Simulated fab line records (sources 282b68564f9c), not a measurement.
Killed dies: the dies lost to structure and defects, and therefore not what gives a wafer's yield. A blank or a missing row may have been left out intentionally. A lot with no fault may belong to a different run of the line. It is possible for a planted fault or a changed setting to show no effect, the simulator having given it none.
Split-lot trial :: flow rit_cmos :: route with 202 steps; 5 lots, 23 wafers read

== SPLIT DETAILS ==
At RIT_ACTIVE_CVD_03 (deposits Si3N4 from SiH2Cl2/NH3, target thk 150 nm, time 1500 s), the setting temp_c was moved away from the recipe's 810 C on 20 of the 23 wafers read, by -1.5% to +2.3%. This setting was run at the recipe's value on the other wafers.

== FROM THE SPLIT TO THE READING: what the file shows between them, 4 steps ==
- RIT_ACTIVE_THK_MEAS_04
- RIT_ACTIVE_DEVELOP_10: develop time 50 s (also split here: develop_time_s)
- RIT_ACTIVE_CD_MEAS_11: target cd 1400 nm
- RIT_ACTIVE_HARDBAKE_12: time 60 s

== THE READING ==
oes_product_au, in a.u., at RIT_ACTIVE_ETCH_13 (etches Si3N4 in SF6, stops on SiO2, time 210 s, target depth 210 nm). A value of 0.820 a.u. with a standard deviation of 0.016 a.u. is what fault-free wafers of this fab line usually give.

wafer: L074.1
tool, chamber at the split: lpcvd-01, 1
temp_c as run, C: 810
against the recipe: recipe
oes_product_au, a.u.: 0.819
against lot-mates on the recipe: -

wafer: L074.2
tool, chamber at the split: lpcvd-01, 1
temp_c as run, C: 810
against the recipe: recipe
oes_product_au, a.u.: 0.834
against lot-mates on the recipe: -

wafer: L074.4
tool, chamber at the split: lpcvd-01, 1
temp_c as run, C: 810
against the recipe: recipe
oes_product_au, a.u.: 0.834
against lot-mates on the recipe: -

wafer: L076.1
tool, chamber at the split: -, -
temp_c as run, C: 803.3
against the recipe: -0.8%
oes_product_au, a.u.: 0.764
against lot-mates on the recipe: no lot-mate on the recipe

wafer: L076.2
tool, chamber at the split: -, -
temp_c as run, C: 803.3
against the recipe: -0.8%
oes_product_au, a.u.: 0.760
against lot-mates on the recipe: no lot-mate on the recipe

wafer: L076.3
tool, chamber at the split: -, -
temp_c as run, C: 803.3
against the recipe: -0.8%
oes_product_au, a.u.: 0.778
against lot-mates on the recipe: no lot-mate on the recipe

wafer: L076.5
tool, chamber at the split: -, -
temp_c as run, C: 803.3
against the recipe: -0.8%
oes_product_au, a.u.: 0.765
against lot-mates on the recipe: no lot-mate on the recipe

wafer: L076.6
tool, chamber at the split: -, -
temp_c as run, C: 803.3
against the recipe: -0.8%
oes_product_au, a.u.: 0.767
against lot-mates on the recipe: no lot-mate on the recipe

wafer: L080.1
tool, chamber at the split: -, -
temp_c as run, C: 798.1
against the recipe: -1.5%
oes_product_au, a.u.: 0.726
against lot-mates on the recipe: no lot-mate on the recipe

wafer: L080.2
tool, chamber at the split: -, -
temp_c as run, C: 798.1
against the recipe: -1.5%
oes_product_au, a.u.: 0.706
against lot-mates on the recipe: no lot-mate on the recipe

wafer: L080.3
tool, chamber at the split: -, -
temp_c as run, C: 798.1
against the recipe: -1.5%
oes_product_au, a.u.: 0.752
against lot-mates on the recipe: no lot-mate on the recipe

wafer: L080.4
tool, chamber at the split: -, -
temp_c as run, C: 798.1
against the recipe: -1.5%
oes_product_au, a.u.: 0.708
against lot-mates on the recipe: no lot-mate on the recipe

wafer: L080.6
tool, chamber at the split: -, -
temp_c as run, C: 798.1
against the recipe: -1.5%
oes_product_au, a.u.: 0.740
against lot-mates on the recipe: no lot-mate on the recipe

wafer: L082.1
tool, chamber at the split: -, -
temp_c as run, C: 828.3
against the recipe: +2.3%
oes_product_au, a.u.: 0.977
against lot-mates on the recipe: no lot-mate on the recipe

wafer: L082.3
tool, chamber at the split: -, -
temp_c as run, C: 828.3
against the recipe: +2.3%
oes_product_au, a.u.: 1.001
against lot-mates on the recipe: no lot-mate on the recipe

wafer: L082.4
tool, chamber at the split: -, -
temp_c as run, C: 828.3
against the recipe: +2.3%
oes_product_au, a.u.: 0.980
against lot-mates on the recipe: no lot-mate on the recipe

wafer: L082.5
tool, chamber at the split: -, -
temp_c as run, C: 828.3
against the recipe: +2.3%
oes_product_au, a.u.: 0.977
against lot-mates on the recipe: no lot-mate on the recipe

wafer: L082.6
tool, chamber at the split: -, -
temp_c as run, C: 828.3
against the recipe: +2.3%
oes_product_au, a.u.: 0.968
against lot-mates on the recipe: no lot-mate on the recipe

wafer: L084.1
tool, chamber at the split: -, -
temp_c as run, C: 822.3
against the recipe: +1.5%
oes_product_au, a.u.: 0.957
against lot-mates on the recipe: no lot-mate on the recipe

wafer: L084.3
tool, chamber at the split: -, -
temp_c as run, C: 822.3
against the recipe: +1.5%
oes_product_au, a.u.: 0.894
against lot-mates on the recipe: no lot-mate on the recipe

wafer: L084.4
tool, chamber at the split: -, -
temp_c as run, C: 822.3
against the recipe: +1.5%
oes_product_au, a.u.: 0.949
against lot-mates on the recipe: no lot-mate on the recipe

wafer: L084.5
tool, chamber at the split: -, -
temp_c as run, C: 822.3
against the recipe: +1.5%
oes_product_au, a.u.: 0.956
against lot-mates on the recipe: no lot-mate on the recipe

wafer: L084.6
tool, chamber at the split: -, -
temp_c as run, C: 822.3
against the recipe: +1.5%
oes_product_au, a.u.: 0.896
against lot-mates on the recipe: no lot-mate on the recipe

FIT RESULTS
A straight line over all 23 wafers: oes_product_au changes by +0.0686 a.u. for each +1% of temp_c; r = +0.99; the points scatter about the line by 0.018 a.u.
Too few moved wafers with a lot-mate on the recipe to fit a line net of each lot's own level.

== THE WHOLE CHAIN: every reading that the file lists as answering this split, in the file's order ==
step: RIT_ACTIVE_CVD_03
what it does: deposits Si3N4 from SiH2Cl2/NH3, target thk 150 nm, time 1500 s
reading: Si3N4_of_ACTIVE_CVD_03.thk_nm (the simulator's own value, which no gauge read)
change (the file's fit): +23 nm for each +1% of the setting
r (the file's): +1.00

step: RIT_ACTIVE_THK_MEAS_04
what it does: 
reading: ACTIVE_NITRIDE_THK
change (the file's fit): +23 for each +1% of the setting
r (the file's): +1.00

step: RIT_ACTIVE_ETCH_13
what it does: etches Si3N4 in SF6, stops on SiO2, time 210 s, target depth 210 nm
reading: oes_product_au
change (the file's fit): +0.0685 a.u. for each +1% of the setting
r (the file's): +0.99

step: RIT_ACTIVE_ETCH_13
what it does: etches Si3N4 in SF6, stops on SiO2, time 210 s, target depth 210 nm
reading: etch.depth_nm (the simulator's own value, which no gauge read)
change (the file's fit): +23 nm for each +1% of the setting
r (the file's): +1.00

step: RIT_ACTIVE_ETCH_13
what it does: etches Si3N4 in SF6, stops on SiO2, time 210 s, target depth 210 nm
reading: ACTIVE.feature_depth_nm (the simulator's own value, which no gauge read)
change (the file's fit): +23.1 nm for each +1% of the setting
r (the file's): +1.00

== THE FILE'S OWN FIT ==
oes_product_au changes by +0.0685 a.u. for each +1% of temp_c, r = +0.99.
